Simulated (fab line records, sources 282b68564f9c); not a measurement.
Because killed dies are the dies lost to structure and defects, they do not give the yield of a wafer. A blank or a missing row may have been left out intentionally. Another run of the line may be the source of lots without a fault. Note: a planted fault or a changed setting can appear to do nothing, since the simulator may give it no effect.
The same fault as seen by 2 desks | flow rit cmos | every desk sees just its own numbers, and what lay behind them comes last

## TOOL OWNER'S DESK, furnace-03
The tool's own readings at RIT_GATE_OXIDATION_05 (target thk 3 nm, ox time 270 s): means of the sampled wafers that have a number, for each lot that ran on this tool. Any lot whose mean is over 4 standard deviations away from the usual mean is out of limits and marked OUT; that distance is given in the brackets.
Columns: A = spike tc load C at RIT_GATE_OXIDATION_05, usual 923.7 C; B = tube_center_temp_C_max at RIT_GATE_OXIDATION_05, usual 902.3
lot  | first seen here | A     | B
L607 | day 2 13:48     | 923.3 | 902.0
L609 | day 2 22:55     | 922.9 | 902.3
L610 | day 3 04:07     | 923.2 | 902.3
L615 | day 4 05:35     | 922.6 | 902.2
L619 | day 5 05:49     | 923.0 | 902.0
L620 | day 5 07:34     | 924.0 | 902.1
L622 | day 5 17:44     | 923.8 | 902.3
This desk's finding: nothing out of limits on any of the 7 lots.

## AT THE METROLOGY DESK
Lot by lot, what the gauges showed, no matter which tool ran the lot: averages of those sampled wafers that carry a number. Any lot whose mean is over 4 standard deviations away from the usual mean is out of limits and marked OUT; that distance is given in the brackets.
Columns: A = GATE_OXIDE_THK at RIT_GATE_THK_MEAS_07, usual 3.02 nm; B = GATE_OVL at RIT_GATE_OVL_MEAS_17, usual -1.2 nm; C = cd nm at RIT_GATE_CD_MEAS_90, usual 149.6 nm
lot  | first seen here | A              | B    | C
L607 | day 2 15:08     | 3.10           | -1.9 | 149.0
L608 | day 2 19:08     | 2.94           | 1.3  | 151.5
L609 | day 3 00:14     | 3.12           | -1.0 | 147.7
L610 | day 3 05:27     | 3.03           | -4.6 | 152.5
L613 | day 3 22:42     | 3.01           | -1.1 | 148.8
L614 | day 4 00:59     | 3.01           | 0.3  | 146.1
L615 | day 4 06:55     | 3.11           | -2.2 | 147.5
L619 | day 5 07:09     | 4.05 (+15) OUT | -2.8 | 150.4
L620 | day 5 08:55     | 4.07 (+15) OUT | -1.2 | 151.9
L621 | day 5 14:14     | 3.02           | -0.5 | 151.1
L622 | day 5 19:04     | 4.00 (+14) OUT | -2.5 | 145.8
L626 | day 6 13:11     | 3.00           | -2.8 | 150.0
L627 | day 6 19:39     | 2.99           | 0.4  | 151.9
L628 | day 6 23:45     | 2.94           | -1.3 | 148.3
L629 | day 7 05:26     | 3.05           | 0.3  | 149.8
This desk reports L619, L620, L622 out of limits; the earliest was L619 at day 5 07:09 (GATE_OXIDE_THK at RIT_GATE_THK_MEAS_07). L607, L608, L609, L610, L613, L614, L615, L621, L626, L627, L628, L629 stayed within limits.

## PUT TOGETHER
At day 5 07:09 the metrology desk could have sounded an alarm, on L619, L620, L622.
The desk of the tool owner found nothing out of limits.
On record at the tool owner's desk: L619, L620, L622, within its limits.
All the named lots went through RIT_GATE_OXIDATION_05 on furnace-03.

## WHAT THE SIMULATOR HAD INSERTED
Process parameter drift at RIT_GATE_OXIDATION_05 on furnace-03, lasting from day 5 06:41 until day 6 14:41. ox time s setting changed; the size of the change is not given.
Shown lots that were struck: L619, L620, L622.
Time in hours between the start of the fault and the first out-of-limits reading at each desk: metrology desk, 0.
